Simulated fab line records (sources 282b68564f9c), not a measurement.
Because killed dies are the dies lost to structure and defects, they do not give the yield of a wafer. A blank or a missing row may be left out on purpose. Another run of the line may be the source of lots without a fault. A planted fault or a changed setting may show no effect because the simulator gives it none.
Split-lot study | flow rit_cmos | 23 wafers read across 5 lots, on a route 202 steps long

## SPLIT DETAILS
At RIT_NSD_IMPLANT_08, the setting dose_cm2 was moved away from the recipe's 1e+15 on 7 of the 23 wafers read, by -5.8% to -5.5%. This setting was run at the recipe's value on the other wafers.

## FROM THE SPLIT TO THE READING: what the file shows between them, 2 steps
- RIT_SDANNEAL_RTA_03: time 5 s (also split here: time_s)
- RIT_SDANNEAL_RS_MEAS_04: measures by four-point-probe

## THE READING
At RIT_SDANNEAL_RS_MEAS_05, a four-point-probe measurement gives NSD_RS in ohm/sq. On this fab line, fault-free wafers typically give 84.63 ohm/sq with a standard deviation of 0.3 ohm/sq.

wafer  | tool, chamber at the split | dose_cm2 as run | against the recipe | NSD_RS, ohm/sq | against lot-mates on the recipe
L074.1 | implanter-02, 0            | 9.43e+14        | -5.7%              | 88.82          | +4.63
L074.2 | implanter-02, 0            | 9.43e+14        | -5.7%              | 88.45          | +4.26
L074.3 | implanter-02, 0            | 9.43e+14        | -5.7%              | 88.45          | +4.26
L074.4 | implanter-02, 0            | 1e+15           | recipe             | 84.10          | -
L074.6 | implanter-02, 0            | 1e+15           | recipe             | 84.28          | -
L079.1 | implanter-04, 0            | 1e+15           | recipe             | 84.72          | -
L079.2 | implanter-04, 0            | 1e+15           | recipe             | 84.58          | -
L079.3 | implanter-04, 0            | 1e+15           | recipe             | 84.78          | -
L080.1 | implanter-03, 0            | 1e+15           | recipe             | 84.19          | -
L080.2 | implanter-03, 0            | 1e+15           | recipe             | 84.38          | -
L080.3 | implanter-03, 0            | 1e+15           | recipe             | 84.25          | -
L080.4 | implanter-03, 0            | 1e+15           | recipe             | 84.57          | -
L080.6 | implanter-03, 0            | 1e+15           | recipe             | 84.20          | -
L081.2 | implanter-02, 0            | 1e+15           | recipe             | 84.51          | -
L081.3 | implanter-02, 0            | 9.424e+14       | -5.8%              | 88.70          | +4.09
L081.4 | implanter-02, 0            | 1e+15           | recipe             | 84.46          | -
L081.5 | implanter-02, 0            | 1e+15           | recipe             | 84.87          | -
L081.6 | implanter-02, 0            | 9.424e+14       | -5.8%              | 88.58          | +3.97
L082.1 | implanter-03, 0            | 1e+15           | recipe             | 84.49          | -
L082.2 | implanter-03, 0            | 9.447e+14       | -5.5%              | 88.44          | +3.92
L082.4 | implanter-03, 0            | 1e+15           | recipe             | 84.47          | -
L082.5 | implanter-03, 0            | 1e+15           | recipe             | 84.61          | -
L082.6 | implanter-03, 0            | 9.447e+14       | -5.5%              | 88.20          | +3.68

THE FIT
A straight line over all 23 wafers: NSD_RS changes by -0.715 ohm/sq for each +1% of dose_cm2; r = -0.99; the points scatter about the line by 0.21 ohm/sq.
The same after taking each lot's own level away (the mean of its wafers on the recipe; 23 wafers): -0.726 ohm/sq for each +1%; r = -1.00; scatter 0.18 ohm/sq.
The reading moves by 4.2 ohm/sq for the largest change in dose_cm2, on that fit.
The lots' own levels span 84.190 to 84.693 ohm/sq, that is 1.7 times the standard deviation above.
Hence the lot-to-lot level has little effect on the slope; both slopes agree.
Check: for one of the wafers moved furthest among these (-5.8%), held out of the fit, the line's prediction against its lot-mates is +4.2 ohm/sq. It came out at +4.09 ohm/sq against them.

## ADDITIONAL SPLITS CARRIED BY THESE WAFERS
These wafers also went through other splits before the reading. Each is held against what the fit with the lots' levels taken away leaves over:
other split on the same wafers     | wafers away from the commonest value | r with NSD_RS (lot level and that fit taken away)
RIT_ACTIVE_CVD_03 time_s           | 18                                   | -0.38
RIT_ACTIVE_ETCH_13 over_etch_frac  | 9                                    | -0.04
RIT_PWELL_COAT_01 resist_thk_nm    | 8                                    | +0.24
RIT_NRETRO_IMPLANT_08 energy_kev   | 9                                    | -0.58
RIT_GATE_EXPOSE_13 dose_mj         | 9                                    | +0.11
RIT_GATE_DEVELOP_15 develop_time_s | 8                                    | -0.18
RIT_PLDD_IMPLANT_08 dose_cm2       | 9                                    | +0.27
RIT_SDANNEAL_RTA_03 time_s         | 4                                    | +0.18

## FILE'S OWN FIT
NSD_RS changes by -0.719 ohm/sq for each +1% of dose_cm2, r = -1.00.
